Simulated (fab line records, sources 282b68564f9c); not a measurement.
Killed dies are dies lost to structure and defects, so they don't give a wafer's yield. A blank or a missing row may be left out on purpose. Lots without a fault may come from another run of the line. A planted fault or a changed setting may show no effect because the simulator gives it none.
fab line records | flow rit_cmos
record lots=6 wafers=18 last_day=7
route steps=202 shown NSD@138 PSD@142 SDANNEAL@153 M1@202
lots that met no fault: from a run of the same line without faults
start_h: hours from the record's first day to the start of the lot's first wafer shown | wait_h: hours since the lot's step before | " the same as in the row above | L1.1+2: a row that stands for several wafers | - no value, or no start given | * or withheld: withheld | < > ~ a bound
route shown NAME@n: a module of which the file shows steps, and the number in the route of the first | usual: mean/standard deviation of fault-free wafers | same: alike in all rows | chamber/n: place in a boat | sites: the reading at each site | _std_site: their standard deviation | _edge_site: outer sites' mean less inner sites' | radius_mm: how far each site lies from the wafer's centre | mask NAME#n: copy n | behind: the tool/chamber that last shaped the wafer | hold: why the lot was held/for how many hours/how that ended | device: the transistor (n, p or np) that didn't switch | end of line: the same wafers' tests at the end of the route | a step without rows: its recipe alone | killed: dies lost to structure and defects at the first sort, not the wafer's yield | map: a wafer's dies, x killed, . not, _ none there
set.NAME: the setting as run; set.NAME@STEP: as run at that earlier step | model.NAME: the simulator's own value behind a step, which no gauge read
lots at some steps of the route; a table a step, a row a wafer
services: from which hour (start_h, from the record's first day; less than 0 if before it) a tool's chamber was out of use, for how many hours, and why
## steps
# step RIT_NSD_HARDBAKE_07
# recipe resist=NOVOLAK temp_c=140 time_s=60
# step RIT_NSD_IMPLANT_08
# recipe species=P energy_kev=25 dose_cm2=1e+15 tilt_deg=7
# step RIT_NSD_STRIP_09
# recipe chemistry=O2 time_s=180 resist=NOVOLAK platen_temp_c=withheld power_w=500 pressure_mtorr=4000 o2_flow_sccm=4000
# usual drypump_motor_current_A=5.4/0.49
# columns lot.wafer tool chamber start_h wait_h drypump_motor_current_A rf_hours_counter_h
L895.3 plasma_asher-02 1 58.28 0.1 5.5 -
L895.4 " 0 " " 5.9 -
L895.6 " 0 " " 5.8 -
L901.2 plasma_asher-01 1 87.78 0.1 5.0 47
L901.3 " 1 " " 5.0 -
L901.4 " 0 " " 5.4 -
L906.1 plasma_asher-02 0 112.81 0.1 5.9 28
L906.5 " 0 " " 5.9 -
L906.6 " 1 " " 5.5 -
L910.1 plasma_asher-04 1 134.63 0.1 4.7 52
L910.2 " 0 " " 6.2 52
L910.5 " 1 " " 4.7 -
L913.2 plasma_asher-01 0 147.56 0.1 5.4 3
L913.4 " 0 " " 5.4 -
L913.5 " 1 " " 5.1 -
L914.1 plasma_asher-02 0 151.66 0.1 5.9 33
L914.3 " 0 " " 5.9 -
L914.6 " 0 " " 5.9 -
# step RIT_NSD_TW_MEAS_10
# usual NSD_TW=3083/30
# columns lot.wafer tool chamber start_h wait_h NSD_TW
L895.3 film_metro-03 - 58.42 0.1 3063
L895.4 " - " " 3088
L895.6 " - " " 3066
L901.2 film_metro-03 - 87.97 0.1 3081
L901.3 " - " " 3074
L901.4 " - " " 3077
L906.1 film_metro-01 - 112.98 0.1 3039
L906.5 " - " " 3030
L906.6 " - " " 3034
L910.1 film_metro-03 - 134.80 0.1 3073
L910.2 " - " " 3053
L910.5 " - " " 3062
L913.2 film_metro-04 - 147.74 0.1 3145
L913.4 " - " " 3144
L913.5 " - " " 3134
L914.1 film_metro-03 - 151.84 0.1 3063
L914.3 " - " " 3060
L914.6 " - " " 3061
# step RIT_PSD_HMDS_00
# recipe prime_time_s=60 prime_temp_c=140
# step RIT_PSD_COAT_01
# recipe resist=NOVOLAK spin_rpm=3250 resist_thk_nm=1000
# step RIT_PSD_SOFTBAKE_02
# recipe resist=NOVOLAK temp_c=90 time_s=60
# step RIT_PSD_EXPOSE_03
# recipe mask_id=M10 na=0.57 target_cd_nm=40900 dose_mj=250
# step RIT_PSD_PEB_04
# recipe resist=NOVOLAK temp_c=withheld time_s=withheld
# step RIT_PSD_DEVELOP_05
# recipe resist=NOVOLAK develop_time_s=50 dev_temp_c=23
# step RIT_PSD_OVL_MEAS_06
# usual PSD_OVL=-0.8/1.3
# columns lot.wafer tool chamber start_h wait_h PSD_OVL[nm]
L895.3 overlay-01 - 59.32 - -1.3
L895.4 " - " " -0.4
L895.6 " - " " 0.3
L901.2 overlay-02 - 89.00 - -2.3
L901.3 " - " " -0.9
L901.4 " - " " -3.1
L906.1 overlay-02 - 113.89 - -2.8
L906.5 " - " " -2.8
L906.6 " - " " -2.1
L910.1 overlay-02 - 135.71 - -0.4
L910.2 " - " " -1.0
L910.5 " - " " -2.4
L913.2 overlay-02 - 148.65 - 1.2
L913.4 " - " " 1.4
L913.5 " - " " 0.3
L914.1 overlay-02 - 152.90 - 0.5
L914.3 " - " " 2.2
L914.6 " - " " 1.7
# step RIT_PSD_HARDBAKE_07
# recipe resist=NOVOLAK temp_c=140 time_s=60
# step RIT_PSD_IMPLANT_08
# recipe species=BF2 energy_kev=27 dose_cm2=5e+15 tilt_deg=7
# usual beam_on_s=12.60/0.29 dose_ions_cm2=5e+15/5.9e+12 end_station_pressure_torr=1.46e-05/7.1e-07 faraday_current_uA=12174/280
# columns lot.wafer tool chamber start_h wait_h beam_on_s dose_ions_cm2 end_station_pressure_torr faraday_current_uA
L895.3 implanter-04 0 59.54 0.1 12.39 5.006e+15 1.51e-05 12362
L895.4 " 0 " " 12.22 5.004e+15 1.52e-05 12460
L895.6 " 0 " " 12.33 5.004e+15 1.45e-05 12464
L901.2 implanter-02 0 89.21 0.1 12.91 5.001e+15 1.45e-05 11853
L901.3 " 0 " " 12.76 5.002e+15 1.49e-05 12082
L901.4 " 0 " " 12.67 4.995e+15 1.5e-05 12091
L906.1 implanter-02 0 114.08 0.1 9.97 1.805e+15 9.5e-06 5613
L906.5 " 0 " " 9.56 1.808e+15 1.02e-05 5829
L906.6 " 0 " " 10.31 1.801e+15 9.6e-06 5402
L910.1 implanter-02 0 135.90 0.1 9.96 1.796e+15 9.4e-06 5639
L910.2 " 0 " " 9.95 1.794e+15 9.8e-06 5636
L910.5 " 0 " " 9.84 1.801e+15 1.03e-05 5696
L913.2 implanter-04 0 148.86 0.1 12.50 5e+15 1.71e-05 12328
L913.4 " 0 " " 12.46 5.002e+15 1.37e-05 12326
L913.5 " 0 " " 12.70 4.997e+15 1.59e-05 12090
L914.1 implanter-01 0 153.09 0.1 12.75 4.994e+15 1.49e-05 12034
L914.3 " 0 " " 11.95 5.002e+15 1.38e-05 12812
L914.6 " 0 " " 12.73 4.997e+15 1.44e-05 12084
# step RIT_PSD_STRIP_09
# recipe chemistry=O2 time_s=180 resist=NOVOLAK platen_temp_c=withheld power_w=500 pressure_mtorr=4000 o2_flow_sccm=4000
# usual drypump_motor_current_A=5.5/0.61
# columns lot.wafer tool chamber start_h wait_h drypump_motor_current_A rf_hours_counter_h
L895.3 plasma_asher-04 0 59.70 0.1 6.2 -
L895.4 " 1 " " 4.7 -
L895.6 " 0 " " 6.2 -
L901.2 plasma_asher-03 1 89.33 0.1 6.5 45
L901.3 " 1 " " 6.5 -
L901.4 " 0 " " 5.5 -
L906.1 plasma_asher-03 1 114.23 0.1 6.6 48
L906.5 " 1 " " 6.6 -
L906.6 " 0 " " 5.6 -
L910.1 plasma_asher-04 1 136.05 0.1 4.7 52
L910.2 " 0 " " 6.2 52
L910.5 " 1 " " 4.7 -
L913.2 plasma_asher-01 0 148.98 0.1 5.4 3
L913.4 " 1 " " 5.0 -
L913.5 " 0 " " 5.4 -
L914.1 plasma_asher-01 0 153.24 0.1 5.4 4
L914.3 " 0 " " 5.4 -
L914.6 " 1 " " 5.0 -
# step RIT_PSD_TW_MEAS_10
# usual PSD_TW=3385/35
# columns lot.wafer tool chamber start_h wait_h PSD_TW
L895.3 film_metro-03 - 59.84 0.1 3366
L895.4 " - " " 3368
L895.6 " - " " 3391
L901.2 film_metro-01 - 89.52 0.1 3350
L901.3 " - " " 3343
L901.4 " - " " 3322
L906.1 film_metro-03 - 114.40 0.1 2936
L906.5 " - " " 2919
L906.6 " - " " 2922
L910.1 film_metro-01 - 136.22 0.1 2878
L910.2 " - " " 2888
L910.5 " - " " 2899
L913.2 film_metro-01 - 149.17 0.1 3349
L913.4 " - " " 3361
L913.5 " - " " 3360
L914.1 film_metro-04 - 153.41 0.1 3441
L914.3 " - " " 3432
L914.6 " - " " 3454
# step RIT_SDANNEAL_CLEAN_00
# recipe chemistry=SC1 mix=3:3:50 time_s=600 temp_c=75
# step RIT_SDANNEAL_CLEAN_01
# recipe chemistry=dHF dilution=50:1 time_s=30
# step RIT_SDANNEAL_CLEAN_02
# recipe chemistry=SC2 mix=3:3:50 time_s=600 temp_c=75 dry=n2_spin
# step RIT_SDANNEAL_RTA_03
# recipe temp_c=1050 time_s=5 idle_temp_c=600 ramp_up_c_per_s=342 ramp_down_c_per_s=171 cool_to_c=600 ambient=N2
# usual ramp_down_c_per_s=171.00/0.032 wafer_temp_C_max=1053.6/1.2
# columns lot.wafer tool chamber start_h wait_h ramp_down_c_per_s wafer_temp_C_max
L895.3 rtp_anneal-02 0 60.39 0.0 171.06 1052.0
L895.4 " 0 " " 170.99 1054.5
L895.6 " 0 " " 171.02 1054.5
L901.2 rtp_anneal-02 0 89.94 0.0 171.06 1054.3
L901.3 " 0 " " 171.02 1053.1
L901.4 " 0 " " 170.94 1056.2
L906.1 rtp_anneal-01 0 114.86 0.0 171.02 1054.7
L906.5 " 0 " " 171.02 1053.4
L906.6 " 0 " " 171.02 1055.1
L910.1 rtp_anneal-01 0 136.68 0.0 170.99 1052.8
L910.2 " 0 " " 170.96 1051.5
L910.5 " 0 " " 170.98 1054.2
L913.2 rtp_anneal-01 0 149.60 0.0 170.99 1053.6
L913.4 " 0 " " 171.02 1053.7
L913.5 " 0 " " 170.98 1052.1
L914.1 rtp_anneal-02 0 153.84 0.0 171.05 1054.7
L914.3 " 0 " " 171.01 1053.4
L914.6 " 0 " " 170.99 1051.9
# step RIT_SDANNEAL_RS_MEAS_04
# recipe thk_meas_gauge=four-point-probe
# usual PSD_RS=115.96/0.28
# columns lot.wafer tool chamber start_h wait_h PSD_RS[ohm/sq]
L895.3 film_metro-04 - 60.47 0.1 115.26
L895.4 " - " " 115.39
L895.6 " - " " 115.66
L901.2 film_metro-03 - 90.01 0.1 116.04
L901.3 " - " " 115.95
L901.4 " - " " 116.04
L906.1 film_metro-04 - 114.92 0.0 130.81
L906.5 " - " " 131.18
L906.6 " - " " 131.08
L910.1 film_metro-03 - 136.80 0.1 131.47
L910.2 " - " " 131.10
L910.5 " - " " 131.47
L913.2 film_metro-03 - 149.72 0.1 115.40
L913.4 " - " " 115.89
L913.5 " - " " 115.50
L914.1 film_metro-01 - 153.90 0.0 116.05
L914.3 " - " " 116.37
L914.6 " - " " 116.22
# step RIT_SDANNEAL_RS_MEAS_05
# recipe thk_meas_gauge=four-point-probe
# usual NSD_RS=84.63/0.29
# columns lot.wafer tool chamber start_h wait_h NSD_RS[ohm/sq]
L895.3 film_metro-04 - 60.59 0.1 84.63
L895.4 " - " " 84.95
L895.6 " - " " 84.56
L901.2 film_metro-03 - 90.13 0.1 84.10
L901.3 " - " " 84.81
L901.4 " - " " 84.45
L906.1 film_metro-04 - 115.04 0.1 84.49
L906.5 " - " " 84.43
L906.6 " - " " 84.13
L910.1 film_metro-03 - 136.92 0.1 85.08
L910.2 " - " " 84.91
L910.5 " - " " 84.61
L913.2 film_metro-03 - 149.84 0.1 84.96
L913.4 " - " " 85.16
L913.5 " - " " 84.90
L914.1 film_metro-01 - 154.02 0.1 84.68
L914.3 " - " " 84.62
L914.6 " - " " 84.72
# step RIT_M1_PROBE_99
# usual killed_at_contacts=0.1/0.27 killed_at_front_end=6.1/2.9 killed_dies=6.2/2.9 killed_open=3.2/1.9 killed_short=3/1.9
# same gross_dies=264 killed_at_M0_to_M3=0 killed_at_M4_up=0 killed_at_back_side=0 killed_at_other=0
# columns lot.wafer tool chamber start_h wait_h killed_at_contacts killed_at_front_end killed_dies killed_open killed_short model.etest.pmos_0p3.r_on_ohm_um model.etest.pmos_turned.r_on_ohm_um model.etest.pmos_0p15.r_on_ohm_um model.etest.contact_pplus.end_ohm_um model.etest.pmos_0p15.drive_ua_um model.etest.pmos_narrow.drive_ua_um model.etest.pmos_0p3.drive_ua_um model.etest.ppoly_line.line_ohm_um
L895.3 prober-02 - 68.47 0.2 1 9 10 3 7 6125 3368 2674 43.48 269 107.4 104.6 165.9
L895.4 prober-02 - 68.52 0.2 0 9 9 6 3 6224 3352 2667 43.31 265 106.9 103 165.3
L895.6 prober-02 - 68.62 0.2 0 9 9 3 6 6182 3378 2681 42.97 263.2 106.4 103.3 163.2
L901.2 prober-01 - 97.59 0.1 0 1 1 0 1 6190 3350 2687 45.36 270.4 105.2 103.8 165.2
L901.3 prober-01 - 97.64 0.2 0 6 6 3 3 6215 3376 2737 45.36 267.6 106.2 105 164.7
L901.4 prober-01 - 97.69 0.2 1 7 8 3 5 6304 3429 2760 45.01 259.6 103 101.4 162.9
L906.1 prober-01 - 122.61 0.1 0 2 2 1 1 6796 3742 3027 82.62 237.1 94.89 91.38 169.2
L906.5 prober-01 - 122.81 0.2 0 7 7 5 2 6836 3757 3002 79.65 237.5 94.75 91.08 173.5
L906.6 prober-01 - 122.86 0.2 0 4 4 1 3 6839 3699 2983 80.25 236.3 92.67 89.54 171
L910.1 prober-01 - 144.39 0.1 0 10 10 7 3 6947 3738 3041 76.77 233.2 91.28 89.28 169.6
L910.2 prober-01 - 144.44 0.1 0 5 5 3 2 6731 3554 2904 77.23 244.7 94.61 92.33 171.5
L910.5 prober-01 - 144.59 0.2 0 10 10 4 6 6806 3677 3013 78.64 231.3 92.7 90.83 165.8
L913.2 prober-02 - 158.72 0.1 0 5 5 2 3 6441 3588 2873 42.46 243 98.68 97.62 154.8
L913.4 prober-02 - 158.82 0.2 0 7 7 3 4 6569 3639 2916 41.26 236.3 94.32 93.46 156.5
L913.5 prober-02 - 158.87 0.2 0 5 5 5 0 6438 3511 2803 41.34 247.8 97.23 96.48 163.9
L914.1 prober-01 - 161.53 0.1 0 4 4 1 3 6321 3357 2705 42.63 257.7 98.66 98.23 157.9
L914.3 prober-01 - 161.63 0.2 0 10 10 3 7 6352 3374 2731 42.19 253.4 98.79 98.18 155.4
L914.6 prober-01 - 161.78 0.2 0 6 6 3 3 6471 3448 2784 43.35 248.3 96.73 95.17 157.2
# killed by level:class
L895.3 GATE:geometric_particle:short=3 REOX:geometric_particle:short=3 GATE:geometric_particle:open=2 CONTACT:geometric_particle:short=1 SPACER:geometric_particle:open=1
L895.4 GATE:geometric_particle:open=3 SPACER:geometric_particle:open=3 SPACER:geometric_particle:short=2 FOX1:geometric_particle:short=1
L895.6 GATE:geometric_particle:short=4 FOX1:geometric_particle:open=2 FOX1:geometric_particle:short=1 GATE:geometric_particle:open=1 REOX:geometric_particle:short=1
L901.2 GATE:geometric_particle:short=1
L901.3 REOX:geometric_particle:open=2 FOX1:geometric_particle:short=1 GATE:geometric_particle:short=1 GATE:geometric_particle:open=1 REOX:geometric_particle:short=1
L901.4 FOX1:geometric_particle:short=2 GATE:geometric_particle:short=2 ACTIVE:geometric_particle:open=1 REOX:geometric_particle:open=1 SPACER:geometric_particle:open=1 CONTACT:geometric_particle:short=1
L906.1 GATE:geometric_particle:short=1 SPACER:geometric_particle:open=1
L906.5 GATE:geometric_particle:open=2 FOX1:geometric_particle:open=1 FOX2:geometric_particle:open=1 GATE:geometric_particle:short=1 REOX:geometric_particle:short=1 SPACER:geometric_particle:open=1
L906.6 GATE:geometric_particle:short=2 FOX2:geometric_particle:open=1 REOX:geometric_particle:short=1
L910.1 FOX1:geometric_particle:open=3 GATE:geometric_particle:open=3 FOX1:geometric_particle:short=1 GATE:geometric_particle:short=1 REOX:geometric_particle:open=1 SPACER:geometric_particle:short=1
L910.2 SPACER:geometric_particle:open=2 FOX1:geometric_particle:short=1 REOX:geometric_particle:open=1 SILICIDE:geometric_particle:short=1
L910.5 FOX1:geometric_particle:short=3 GATE:geometric_particle:short=2 GATE:geometric_particle:open=2 FOX1:geometric_particle:open=1 REOX:geometric_particle:open=1 SPACER:geometric_particle:short=1
L913.2 GATE:geometric_particle:short=3 REOX:geometric_particle:open=2
L913.4 FOX1:geometric_particle:short=1 GATE:geometric_particle:short=1 REOX:geometric_particle:open=1 SPACER:geometric_particle:open=1 SPACER:geometric_particle:short=1 SILICIDE:geometric_particle:short=1 SILICIDE:geometric_particle:open=1
L913.5 FOX2:geometric_particle:open=1 GATE:geometric_particle:open=1 REOX:geometric_particle:open=1 SPACER:geometric_particle:open=1 SILICIDE:geometric_particle:open=1
L914.1 GATE:geometric_particle:short=3 FOX1:geometric_particle:open=1
L914.3 GATE:geometric_particle:short=4 GATE:geometric_particle:open=2 FOX1:geometric_particle:short=1 REOX:geometric_particle:open=1 SPACER:geometric_particle:short=1 SILICIDE:geometric_particle:short=1
L914.6 FOX2:geometric_particle:open=1 FOX2:geometric_particle:short=1 GATE:geometric_particle:open=1 REOX:geometric_particle:open=1 REOX:geometric_particle:short=1 SILICIDE:geometric_particle:short=1
## services
# columns tool chamber start_h hours kind
plasma_asher-02 - 105.11 0.7 repair
plasma_asher-01 - 108.85 9.0 pm
plasma_asher-01 0 108.85 9.0 vent_cycle
plasma_asher-01 1 108.85 9.0 vent_cycle
plasma_asher-01 0 117.85 - clean
plasma_asher-01 1 117.85 - clean
rtp_anneal-01 - 127.12 3.8 pm
implanter-02 - 146.47 5.1 repair
plasma_asher-04 - 151.20 3.0 repair
implanter-04 - 151.42 5.6 pm
## key
first_sign step=RIT_PSD_IMPLANT_08 reading=dose_ions_cm2 direction=down sigmas=99+ usual=5e+15 struck=1.801e+15
effect step=RIT_PSD_IMPLANT_08 reading=faraday_current_uA direction=down sigmas=24 usual=12174 struck=5636
effect step=RIT_PSD_TW_MEAS_10 reading=PSD_TW direction=down sigmas=14 usual=3385 struck=2907
effect step=RIT_SDANNEAL_RS_MEAS_04 reading=PSD_RS direction=up sigmas=54 usual=115.96 struck=131.19
model_effect step=RIT_M1_PROBE_99 value=etest.pmos_0p3.r_on_ohm_um without=6385 struck=6826
met_at RIT_PSD_IMPLANT_08
struck_wafers L906.1,L906.5,L906.6,L910.1,L910.2,L910.5
tester_left_out L906,L910
onset_between 89.21 114.08
fault kind=process_parameter_drift tool=implanter-02 chamber=- onset_h=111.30 steps=RIT_PSD_IMPLANT_08 channel=dose_cm2 offset=-3.2e+15 shape=step end_h=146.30 acts_in=these_recipes_only stated=5e+15
# tester_left_out: of these lots the tester's yield and bins aren't shown, on N5 and GAA mostly nor the transistor test; their killed dies are dies lost to structure and defects alone, not to doping, threshold or leakage, so they don't give the yield
